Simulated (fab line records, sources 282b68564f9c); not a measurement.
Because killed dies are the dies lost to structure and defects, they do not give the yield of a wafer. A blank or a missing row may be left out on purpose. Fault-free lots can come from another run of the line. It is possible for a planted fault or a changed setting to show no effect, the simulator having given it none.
Which tool was responsible? || flow rit-cmos || 7 lots with 21 wafers sampled at 3 steps, on a route of 202 steps

== WHAT EACH GAUGE READ, for each wafer ==
RIT_WELLDRIVE_RS_MEAS_01: a four-point-probe measurement.
{"lot": "L974", "measured": "day 2 10:46", "on": "film-metro-04", "NWELL_RS (ohm/sq)": "275.1 275.6 274.8"}
{"lot": "L976", "measured": "day 2 21:23", "on": "film-metro-03", "NWELL_RS (ohm/sq)": "275.5 274.8 276.0"}
{"lot": "L981", "measured": "day 3 23:46", "on": "film-metro-02", "NWELL_RS (ohm/sq)": "276.2 275.1 276.8"}
{"lot": "L983", "measured": "day 4 07:52", "on": "film-metro-04", "NWELL_RS (ohm/sq)": "286.3 286.0 285.8"}
{"lot": "L985", "measured": "day 4 19:11", "on": "film-metro-03", "NWELL_RS (ohm/sq)": "274.8 276.2 274.7"}
{"lot": "L991", "measured": "day 6 03:16", "on": "film-metro-03", "NWELL_RS (ohm/sq)": "275.4 275.1 275.7"}
{"lot": "L995", "measured": "day 6 20:43", "on": "film-metro-04", "NWELL_RS (ohm/sq)": "275.0 275.0 274.8"}

== TOOL THAT RAN EACH LOT (tool first, then ch and the chambers of the sampled wafers, then the start) ==
{"lot": "L974", "RIT_PWELL_STRIP_09": "plasma-asher-04 ch 0,1, day 2 04:56", "RIT_WELLDRIVE_ANNEAL_00": "furnace-04 ch 0, day 2 05:40"}
{"lot": "L976", "RIT_PWELL_STRIP_09": "plasma-asher-03 ch 1, day 2 16:04", "RIT_WELLDRIVE_ANNEAL_00": "furnace-04 ch 0, day 2 16:18"}
{"lot": "L981", "RIT_PWELL_STRIP_09": "plasma-asher-04 ch 0,1, day 3 17:53", "RIT_WELLDRIVE_ANNEAL_00": "furnace-04 ch 0, day 3 18:39"}
{"lot": "L983", "RIT_PWELL_STRIP_09": "plasma-asher-02 ch 0,1, day 4 02:32", "RIT_WELLDRIVE_ANNEAL_00": "furnace-04 ch 0, day 4 02:46"}
{"lot": "L985", "RIT_PWELL_STRIP_09": "plasma-asher-03 ch 0,1, day 4 13:01", "RIT_WELLDRIVE_ANNEAL_00": "furnace-03 ch 0, day 4 14:05"}
{"lot": "L991", "RIT_PWELL_STRIP_09": "plasma-asher-04 ch 0,1, day 5 21:56", "RIT_WELLDRIVE_ANNEAL_00": "furnace-01 ch 0, day 5 22:10"}
{"lot": "L995", "RIT_PWELL_STRIP_09": "plasma-asher-04 ch 0,1, day 6 13:34", "RIT_WELLDRIVE_ANNEAL_00": "furnace-01 ch 0, day 6 15:38"}
- RIT_PWELL_STRIP_09: strips in O2, time 180 s.
- RIT_WELLDRIVE_ANNEAL_00: time 14700 s.

== THE ANSWER, worked out from the rows above alone ==
Rule: the lots themselves supply what counts as usual. Put in order of their means at a reading, lots are off if they are a third of the lots or fewer, leave a main group of 4 or more, and stand apart from it by a gap of 3 or more times the standard deviation of the main group's means; of several such gaps the widest counts. If all means in a main group match to the digits the tables above print for the reading, that group is not used. A lot without any number at a reading at which 4 lots or more have one is off too. The other lots that the step has rows for count as sound.
Off: L983, seen at RIT_WELLDRIVE_RS_MEAS_01 (NWELL_RS). The main group: mean 275.4 ohm/sq, standard deviation 0.34.
A tool fits if, at a process step before that reading, it ran every lot that is off, and no sound lot after the first of them. The gauges at RIT_WELLDRIVE_RS_MEAS_01 are tried like those tools. 2 tools fit, plasma-asher-02 at RIT_PWELL_STRIP_09 and furnace-04 at RIT_WELLDRIVE_ANNEAL_00, so this cannot tell which one it is.

== WHAT WAS PUT IN BY THE SIMULATOR ==
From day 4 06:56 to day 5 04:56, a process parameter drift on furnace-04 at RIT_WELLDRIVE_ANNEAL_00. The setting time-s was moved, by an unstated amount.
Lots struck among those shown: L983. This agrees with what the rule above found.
